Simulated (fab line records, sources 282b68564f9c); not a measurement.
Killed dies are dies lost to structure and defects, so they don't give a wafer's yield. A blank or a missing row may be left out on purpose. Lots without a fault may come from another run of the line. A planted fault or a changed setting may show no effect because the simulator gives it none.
Which tool did it? | flow rit_cmos | 7 lots, 21 wafers sampled, at 1 step of a route of 202

WHAT THE GAUGES READ, wafer by wafer
RIT_ACTIVE_CD_MEAS_11: target cd 1400 nm.
lot  | measured    | on        | cd_nm (nm)
L616 | day 2 01:15 | cd_sem-02 | 1397.4 1397.3 1397.9
L618 | day 2 11:33 | cd_sem-01 | 1394.8 1396.5 1397.3
L620 | day 2 21:25 | cd_sem-02 | 1398.4 1398.9 1398.5
L624 | day 3 21:47 | cd_sem-02 | 1399.3 1402.7 1401.9
L627 | day 4 09:42 | cd_sem-01 | 1403.9 1403.8 1403.2
L632 | day 5 10:11 | cd_sem-01 | 1401.9 1400.6 1401.8
L636 | day 6 04:59 | cd_sem-01 | 1399.6 1398.9 1399.6

WHICH TOOL RAN EACH LOT (tool, then ch and the chambers of the sampled wafers, then the start)
The record holds no process step before these readings.

THE ANSWER, worked out from the rows above alone
Rule: what is usual is taken from the lots themselves. Put in order of their means at a reading, lots are off if they are a third of the lots or fewer, leave a main group of 4 or more, and stand apart from it by a gap of 3 or more times the standard deviation of the main group's means; of several such gaps the widest counts. A main group whose means are all the same, to the digits that the tables above print for the reading, isn't used. A lot without any number at a reading at which 4 lots or more have one is off too. The other lots that the step has rows for count as sound.
No lot is off at any reading shown: from this, nothing can be told.

WHAT THE SIMULATOR HAD PUT IN
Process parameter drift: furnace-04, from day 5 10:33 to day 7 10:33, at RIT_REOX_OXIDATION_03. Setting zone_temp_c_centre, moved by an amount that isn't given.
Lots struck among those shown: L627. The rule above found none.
